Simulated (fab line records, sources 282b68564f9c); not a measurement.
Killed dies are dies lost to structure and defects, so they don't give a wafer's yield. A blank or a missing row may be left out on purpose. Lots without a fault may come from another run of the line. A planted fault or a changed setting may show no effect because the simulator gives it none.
fab line records | flow rit_cmos
record lots=4 wafers=12 last_day=7
route steps=202 shown SDANNEAL@156 SILICIDE@161 CONTACT@168 M1@184
lots that met no fault: from a run of the same line without faults
start_h: hours from the record's first day to the start of the lot's first wafer shown | wait_h: hours since the lot's step before | " the same as in the row above | L1.1+2: a row that stands for several wafers | - no value, or no start given | * or withheld: withheld | < > ~ a bound
route shown NAME@n: a module of which the file shows steps, and the number in the route of the first | usual: mean/standard deviation of fault-free wafers | same: alike in all rows | chamber/n: place in a boat | sites: the reading at each site | _std_site: their standard deviation | _edge_site: outer sites' mean less inner sites' | radius_mm: how far each site lies from the wafer's centre | mask NAME#n: copy n | behind: the tool/chamber that last shaped the wafer | hold: why the lot was held/for how many hours/how that ended | device: the transistor (n, p or np) that didn't switch | end of line: the same wafers' tests at the end of the route | a step without rows: its recipe alone | killed: dies lost to structure and defects at the first sort, not the wafer's yield | map: a wafer's dies, x killed, . not, _ none there
set.NAME: the setting as run; set.NAME@STEP: as run at that earlier step | model.NAME: the simulator's own value behind a step, which no gauge read
lots at some steps of the route; a table a step, a row a wafer
services: from which hour (start_h, from the record's first day; less than 0 if before it) a tool's chamber was out of use, for how many hours, and why
## steps
# step RIT_SDANNEAL_RTA_03
# recipe temp_c=1050 time_s=5 idle_temp_c=600 ramp_up_c_per_s=342 ramp_down_c_per_s=171 cool_to_c=600 ambient=N2
# step RIT_SILICIDE_WET_ETCH_00
# recipe chemistry=BOE target=SiO2 target_depth_nm=14 time_s=15 dry=n2_spin dilution=10:1 temp_c=21.5
# step RIT_SILICIDE_SPUTTER_01
# recipe material=Ti target_thk_nm=30 power_w=350 chamber_pressure_pa=0.667 gas=Ar time_s=240 substrate_temp_c=25
# step RIT_SILICIDE_RTA_04
# recipe temp_c=650 time_s=10 idle_temp_c=25 ramp_up_s=5 ramp_down_s=5 cool_to_c=25 ambient=N2
# step RIT_SILICIDE_WET_ETCH_05
# recipe chemistry=SPM target=Ti temp_c=90 time_s=120 dry=n2_spin
# step RIT_SILICIDE_RTA_06
# recipe temp_c=750 time_s=10 idle_temp_c=25 ramp_up_s=5 ramp_down_s=10 cool_to_c=25 ambient=N2
# step RIT_CONTACT_CVD_00
# recipe material=SiO2 target_thk_nm=400 precursor=TEOS temp_c=390 time_s=61 rf_w=414.4
# usual heater_power_w=298/42
# columns lot.wafer tool chamber start_h wait_h heater_power_w model.SiO2_of_CONTACT_CVD_00.thk_nm
L628.2 pecvd-02 2 99.39 0.0 260 402
L628.4 " 2 " " 272 404.3
L628.6 " 1 " " 265 411.1
L631.2 pecvd-02 2 122.73 0.0 302 250.9
L631.5 " 2 " " 320 254.9
L631.6 " 1 " " 277 261.7
L634.2 pecvd-02 1 144.60 0.0 268 253.1
L634.4 " 2 " " 249 254.6
L634.5 " 2 " " 255 253.4
L638.1 pecvd-01 2 159.54 0.1 349 400.9
L638.4 " 2 " " 263 408.1
L638.6 " 1 " " 264 409.7
# step RIT_CONTACT_THK_MEAS_01
# recipe reads=SiO2_of_CONTACT_CVD_00
# usual CONTACT_TEOS_THK=404/5
# columns lot.wafer tool chamber start_h wait_h CONTACT_TEOS_THK[nm]
L628.2 film_metro-01 - 99.48 0.1 402
L628.4 " - " " 405
L628.6 " - " " 411
L631.2 film_metro-03 - 122.82 0.1 251
L631.5 " - " " 255
L631.6 " - " " 261
L634.2 film_metro-03 - 144.69 0.1 253
L634.4 " - " " 255
L634.5 " - " " 253
L638.1 film_metro-03 - 159.61 0.1 401
L638.4 " - " " 408
L638.6 " - " " 410
# step RIT_CONTACT_HMDS_02
# recipe prime_time_s=60 prime_temp_c=140
# step RIT_CONTACT_COAT_03
# recipe resist=NOVOLAK spin_rpm=3250 resist_thk_nm=1000
# step RIT_CONTACT_SOFTBAKE_04
# recipe resist=NOVOLAK temp_c=90 time_s=60
# step RIT_CONTACT_EXPOSE_05
# recipe mask_id=M11 na=0.6 source_shape=conventional sigma_outer=0.5 target_cd_nm=1000 dose_mj=250
# step RIT_CONTACT_PEB_06
# recipe resist=NOVOLAK temp_c=withheld time_s=withheld
# step RIT_CONTACT_DEVELOP_07
# recipe resist=NOVOLAK develop_time_s=120 dev_temp_c=23
# step RIT_CONTACT_HARDBAKE_10
# recipe resist=NOVOLAK temp_c=140 time_s=60
# step RIT_CONTACT_ETCH_11
# recipe target_depth_a=4800 over_etch_frac=0.2 stop_on=TiSi2 chemistry=CHF3/CF4/Ar target=SiO2 CHF3_flow_sccm=50 cf4_flow_sccm=10 Ar_flow_sccm=100 O2_flow_sccm=5 pressure_mtorr=100 rf_w=200 time_s=320
# usual drypump_motor_current_A=5.8/0.48 oes_product_au=0.987/0.014 throttle_valve_pct=8.84/0.19
# columns lot.wafer tool chamber start_h wait_h drypump_motor_current_A oes_product_au rf_hours_counter_h throttle_valve_pct model.etch.depth_nm model.CONTACT.feature_depth_nm
L628.2 rie_diel-04 2 100.92 0.1 5.3 1.010 125 8.99 402 402
L628.4 " 1 " " 6.3 0.969 129 8.84 404.3 404.3
L628.6 " 2 " " 5.3 1.011 - 9.00 411.1 411.1
L631.2 rie_diel-01 0 124.26 0.1 6.1 0.986 93 9.08 250.9 250.9
L631.5 " 2 " " 5.4 0.976 - 8.59 254.9 254.9
L631.6 " 3 " " 4.8 0.963 - 8.96 261.7 261.7
L634.2 rie_diel-03 2 146.01 0.1 5.7 0.992 146 9.09 253.1 253.1
L634.4 " 3 " " 5.7 0.958 81 8.95 254.6 254.6
L634.5 " 0 " " 6.5 0.947 - 8.74 253.4 253.4
L638.1 rie_diel-04 1 161.32 0.1 6.2 0.966 130 8.85 400.9 400.9
L638.4 " 2 " " 5.2 1.003 126 9.00 408.1 408.1
L638.6 " 1 " " 6.2 0.958 - 8.83 409.7 409.7
# step RIT_CONTACT_STRIP_12
# recipe chemistry=O2 time_s=175.2 resist=NOVOLAK platen_temp_c=withheld power_w=500 pressure_mtorr=4000 o2_flow_sccm=4000
# step RIT_CONTACT_CLEAN_13
# recipe chemistry=SC1 mix=3:3:50 time_s=600 temp_c=75
# step RIT_CONTACT_CLEAN_14
# recipe chemistry=SC2 mix=3:3:50 time_s=600 temp_c=75 dry=n2_spin
# step RIT_M1_SPUTTER_00
# recipe material=Al target_thk_nm=400 power_w=2000 chamber_pressure_pa=0.4 gas=Ar time_s=500 substrate_temp_c=25
# step RIT_M1_HMDS_03
# recipe prime_time_s=60 prime_temp_c=140
# step RIT_M1_COAT_04
# recipe resist=NOVOLAK spin_rpm=2000 resist_thk_nm=1300
# step RIT_M1_SOFTBAKE_05
# recipe resist=NOVOLAK temp_c=90 time_s=60
# step RIT_M1_EXPOSE_06
# recipe mask_id=M12 na=0.6 source_shape=conventional sigma_outer=0.5 target_cd_nm=2600 dose_mj=250
# step RIT_M1_PEB_07
# recipe resist=NOVOLAK temp_c=withheld time_s=withheld
# step RIT_M1_DEVELOP_08
# recipe resist=NOVOLAK develop_time_s=68 dev_temp_c=23
# step RIT_M1_HARDBAKE_11
# recipe resist=NOVOLAK temp_c=140 time_s=120
# step RIT_M1_METAL_ETCH_12
# recipe stop_on=SiO2 chemistry=Cl2/BCl3 target=Al time_s=165 over_etch_frac=0.5 pressure_mtorr=100 target_depth_a=6000 rf_w=244.4 Cl2_flow_sccm=60 bcl3_flow_sccm=50
# usual drypump_motor_current_A=5.9/0.32 oes_product_au=0.767/0.0099 throttle_valve_pct=8.32/0.045
# columns lot.wafer tool chamber start_h wait_h drypump_motor_current_A oes_product_au rf_hours_counter_h throttle_valve_pct model.SiO2_of_CONTACT_CVD_00.thk_nm
L628.2 rie_metal-03 0 103.66 0.2 5.7 0.781 4 8.37 366.1
L628.4 " 0 " " 5.7 0.777 - 8.37 368.3
L628.6 " 1 " " 5.5 0.780 - 8.29 375.1
L631.2 rie_metal-03 1 127.09 0.2 5.5 0.766 4 8.28 214.9
L631.5 " 0 " " 5.7 0.778 - 8.36 219.3
L631.6 " 1 " " 5.6 0.754 - 8.28 225.2
L634.2 rie_metal-03 0 148.89 0.2 5.7 0.765 4 8.36 217.1
L634.4 " 1 " " 5.5 0.761 - 8.27 218.6
L634.5 " 1 " " 5.6 0.763 - 8.29 217.5
L638.1 rie_metal-03 1 164.59 0.2 5.5 0.757 4 8.29 365.2
L638.4 " 0 " " 5.7 0.770 - 8.39 372.1
L638.6 " 1 " " 5.5 0.767 - 8.28 373.9
# step RIT_M1_STRIP_13
# recipe chemistry=nmp resist=NOVOLAK temp_c=80 time_s=600 dry=n2_spin
# step RIT_M1_PROBE_99
# usual killed_at_contacts=0.1/0.28 killed_at_front_end=7.1/2.8 killed_dies=7.1/2.9 killed_open=3.4/2 killed_short=3.6/2.1
# same gross_dies=264 killed_at_M0_to_M3=0 killed_at_M4_up=0 killed_at_back_side=0 killed_at_other=0
# columns lot.wafer tool chamber start_h wait_h killed_at_contacts killed_at_front_end killed_dies killed_open killed_short model.etest.field_p_metal.vt_v model.etest.nmos_0p15.junction_log10_a_um model.etest.nmos_narrow.off_log10_a_um model.etest.gate_end_array.leak_log10_a_um model.etest.nmos_0p3.off_log10_a_um model.etest.contact_diode_array.leak_log10_a model.etest.pmos_0p15.junction_log10_a_um model.etest.antenna_contact.gate_log10_a_cm2
L628.2 prober-01 - 107.22 0.1 0 6 6 3 3 -29.16 -13.55 -13.23 -12.88 -13.11 -9.685 -13.75 -6.134
L628.4 prober-01 - 107.32 0.2 0 8 8 3 5 -29.41 -13.42 -13.12 -12.79 -12.94 -9.359 -13.79 -5.932
L628.6 prober-01 - 107.42 0.2 0 5 5 4 1 -29.93 -13.35 -13.42 -13.02 -13.09 -9.338 -13.79 -6.12
L631.2 prober-02 - 129.51 0.1 0 6 6 0 6 -21.33 -12.12 -12.08 -12.03 -12.05 -8.71 -13.05 -4.663
L631.5 prober-02 - 129.66 0.2 0 10 10 5 5 -21.49 -11.89 -11.87 -11.7 -11.86 -8.559 -12.85 -4.71
L631.6 prober-02 - 129.71 0.2 0 3 3 0 3 -22.05 -12.36 -12.32 -12.07 -12.26 -9.027 -13.23 -4.835
L634.2 prober-01 - 151.20 0.1 0 5 5 3 2 -21.53 -12.03 -12 -11.81 -12 -8.705 -12.99 -4.768
L634.4 prober-01 - 151.30 0.2 0 11 11 5 6 -21.74 -12.12 -12.08 -11.8 -12.06 -8.691 -13.04 -4.434
L634.5 prober-01 - 151.35 0.2 1 12 13 8 5 -21.64 -12.24 -12.17 -11.96 -12.18 -8.795 -13.14 -4.953
L638.1 prober-02 - 168.10 0.1 0 3 3 1 2 -28.79 -13.48 -12.94 -12.36 -12.65 -9.462 -13.8 -5.004
L638.4 prober-02 - 168.25 0.2 0 10 10 5 5 -29.95 -13.63 -13.09 -12.73 -12.88 -9.521 -13.8 -5.374
L638.6 prober-02 - 168.35 0.2 0 9 9 3 6 -29.92 -13.54 -12.96 -12.77 -12.84 -9.381 -13.9 -5.011
# killed by level:class
L628.2 GATE:geometric_particle:open=2 FOX1:geometric_particle:open=1 GATE:geometric_particle:short=1 REOX:geometric_particle:short=1 SPACER:geometric_particle:short=1
L628.4 GATE:geometric_particle:short=2 FOX1:geometric_particle:open=1 FOX1:geometric_particle:short=1 FOX2:geometric_particle:open=1 GATE:geometric_particle:open=1 SPACER:geometric_particle:short=1 SILICIDE:geometric_particle:short=1
L628.6 SPACER:geometric_particle:open=2 FOX1:geometric_particle:open=1 GATE:geometric_particle:open=1 SPACER:geometric_particle:short=1
L631.2 GATE:geometric_particle:short=3 FOX2:geometric_particle:short=1 REOX:geometric_particle:short=1 SILICIDE:geometric_particle:short=1
L631.5 FOX1:geometric_particle:short=3 REOX:geometric_particle:open=2 FOX1:geometric_particle:open=1 GATE:geometric_particle:open=1 SPACER:geometric_particle:open=1 SPACER:geometric_particle:short=1 SILICIDE:geometric_particle:short=1
L631.6 GATE:geometric_particle:short=2 SPACER:geometric_particle:short=1
L634.2 FOX1:geometric_particle:open=2 GATE:geometric_particle:open=1 GATE:geometric_particle:short=1 SILICIDE:geometric_particle:short=1
L634.4 GATE:geometric_particle:short=4 GATE:geometric_particle:open=3 SPACER:geometric_particle:open=2 REOX:geometric_particle:short=1 SPACER:geometric_particle:short=1
L634.5 GATE:geometric_particle:short=3 GATE:geometric_particle:open=3 FOX1:geometric_particle:open=2 REOX:geometric_particle:short=1 REOX:geometric_particle:open=1 SPACER:geometric_particle:short=1 SPACER:geometric_particle:open=1 CONTACT:geometric_particle:open=1
L638.1 FOX2:geometric_particle:short=2 FOX2:geometric_particle:open=1
L638.4 GATE:geometric_particle:open=4 GATE:geometric_particle:short=2 FOX1:geometric_particle:short=1 REOX:geometric_particle:open=1 SPACER:geometric_particle:short=1 SILICIDE:geometric_particle:short=1
L638.6 GATE:geometric_particle:short=3 GATE:geometric_particle:open=2 FOX1:geometric_particle:short=1 FOX2:geometric_particle:short=1 REOX:geometric_particle:open=1 REOX:geometric_particle:short=1
## services
# columns tool chamber start_h hours kind
rie_diel-03 - 86.39 1.6 repair
rie_diel-03 3 89.75 6.1 repair
rie_diel-03 - 91.46 0.5 repair
rie_diel-04 - 91.95 0.8 repair
rie_diel-03 1 99.35 - clean
rie_diel-03 1 99.35 19.9 scheduled_down
rie_diel-03 1 99.35 19.9 vent_cycle
rie_diel-01 - 129.44 4.3 pm
rie_diel-01 0 137.90 23.8 repair
pecvd-01 0 143.69 15.9 repair
## key
first_sign step=RIT_CONTACT_THK_MEAS_01 reading=CONTACT_TEOS_THK direction=down sigmas=30 usual=404 struck=255
effect none on later readings
model_effect step=RIT_CONTACT_CVD_00 value=SiO2_of_CONTACT_CVD_00.thk_nm without=402.2 struck=254.8
model_effect step=RIT_CONTACT_ETCH_11 value=etch.depth_nm without=402.2 struck=254.8
model_effect step=RIT_M1_METAL_ETCH_12 value=SiO2_of_CONTACT_CVD_00.thk_nm without=366.2 struck=218.8
model_effect step=RIT_M1_PROBE_99 value=etest.field_p_metal.vt_v without=-28.79 struck=-21.63
met_at RIT_CONTACT_CVD_00
struck_wafers L631.2,L631.5,L631.6,L634.2,L634.4,L634.5
tester_left_out L631,L634
onset_between 99.39 122.73
fault kind=process_parameter_drift tool=pecvd-02 chamber=- onset_h=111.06 steps=RIT_CONTACT_CVD_00 channel=target_thk_nm offset=-145.91 shape=step end_h=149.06 stated=400
# tester_left_out: of these lots the tester's yield and bins aren't shown, on N5 and GAA mostly nor the transistor test; their killed dies are dies lost to structure and defects alone, not to doping, threshold or leakage, so they don't give the yield
